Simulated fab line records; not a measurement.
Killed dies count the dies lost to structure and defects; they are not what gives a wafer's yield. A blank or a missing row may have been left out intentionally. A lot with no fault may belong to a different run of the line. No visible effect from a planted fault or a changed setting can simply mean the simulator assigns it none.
Comparing a struck lot with a sound one + flow berkeley cmos170 + 14 out of 331 route steps
Sound: wafers L873.3, L873.4, L873.5. The struck wafers were L876.2, L876.3, L876.4. The cause is given at the end.
Each step with rows lists, per side, the tool, then ch with its chambers, then its first start. Under that, the readings that differ: sound wafers + struck wafers + difference of the means + sigmas: that difference in standard deviations of wafers without a fault.
alike: readings whose means differ by less than 2 such deviations, and words and numbers that are the same on both sides. not compared: withheld readings, readings that some wafer has no value for, bounds like >300 that may hide the same value, and numbers for which the record gives no deviation and whose values overlap.
A row with sigmas, a row that says differs or no value, or rows on one side alone: a step with any of these is where the two part. Non-overlapping numbers with no deviation appear without sigmas and do not part them. Lack of a reading on every wafer of one side parts them only where that side has two or more wafers.

first, 2 steps without rows for these wafers: UCB170_ACTIVE_PEB_11; UCB170_ACTIVE_DEVELOP_12 (develop time 45 s).
UCB170_ACTIVE_CD_MEAS_13: the cd target is 1200 nm.
  sound: cd sem-02 at day 4 12:18; struck: cd sem-01 at day 5 01:08
| reading    | sound                | struck               | difference | sigmas |
|------------|----------------------|----------------------|------------|--------|
| cd nm (nm) | 1196.9 1197.4 1197.2 | 1201.5 1202.1 1202.7 | +4.9       | +3     |
UCB170_ACTIVE_OVL_MEAS_14:
  sound: overlay-02 at day 4 12:23; struck: overlay-01 at day 5 01:14
  alike: ACTIVE_OVL
UCB170_ACTIVE_ETCH_15: etches Si3N4 in CH3F/Ar/O2, stops on SiO2, target depth 242 nm, time 151 s.
  sound on rie diel-01 ch 1,3, day 4 12:25; struck on rie diel-01 ch 0,1,2, day 5 01:16
  alike: CH3F_flow_sccm, drypump motor current A, oes product au, throttle valve pct
  not compared: rf hours counter h
UCB170_ACTIVE_STRIP_16: strips in O2.
  sound on plasma asher-01 ch 0,1, day 4 12:33; struck on plasma asher-01 ch 0,1, day 5 01:22
  alike: drypump motor current A, oes product au, strip time to endpoint s
  not compared: rf hours counter h
UCB170_ACTIVE_CD_MEAS_90: the cd target is 1200 nm.
  sound: cd sem-01 at day 4 12:40; struck: cd sem-01 at day 5 01:29
| reading    | sound                | struck               | difference | sigmas |
|------------|----------------------|----------------------|------------|--------|
| cd nm (nm) | 1196.4 1197.1 1196.9 | 1201.0 1202.2 1202.8 | +5.2       | +3     |
then, 5 steps without rows for these wafers: UCB170_ACTIVE_CLEAN_17 (cleans in SPM, time 600 s); UCB170_PFIELD_HMDS_00 (prime time 60 s); UCB170_PFIELD_COAT_01 (resist thk 900 nm); UCB170_PFIELD_SOFTBAKE_02 (time 60 s); UCB170_PFIELD_EXPOSE_03 (exposes mask PFIELD, target cd 1500 nm).
UCB170_PFIELD_PEB_04:
  struck on litho track-02, day 5 02:27; sound on litho track-02 ch 0, day 4 13:52
  no value came back on the struck wafers for chill plate temp C (C), exhaust pa (Pa); on the sound wafers chill plate temp C (C) reads 22.80 22.78 22.91
then, 1 step without rows for these wafers: UCB170_PFIELD_DEVELOP_05 (develop time 45 s).

WHERE THEY PART
Last at UCB170_PFIELD_PEB_04 as far as this record goes, first at UCB170_ACTIVE_CD_MEAS_13.

WHY: what the simulator had put in
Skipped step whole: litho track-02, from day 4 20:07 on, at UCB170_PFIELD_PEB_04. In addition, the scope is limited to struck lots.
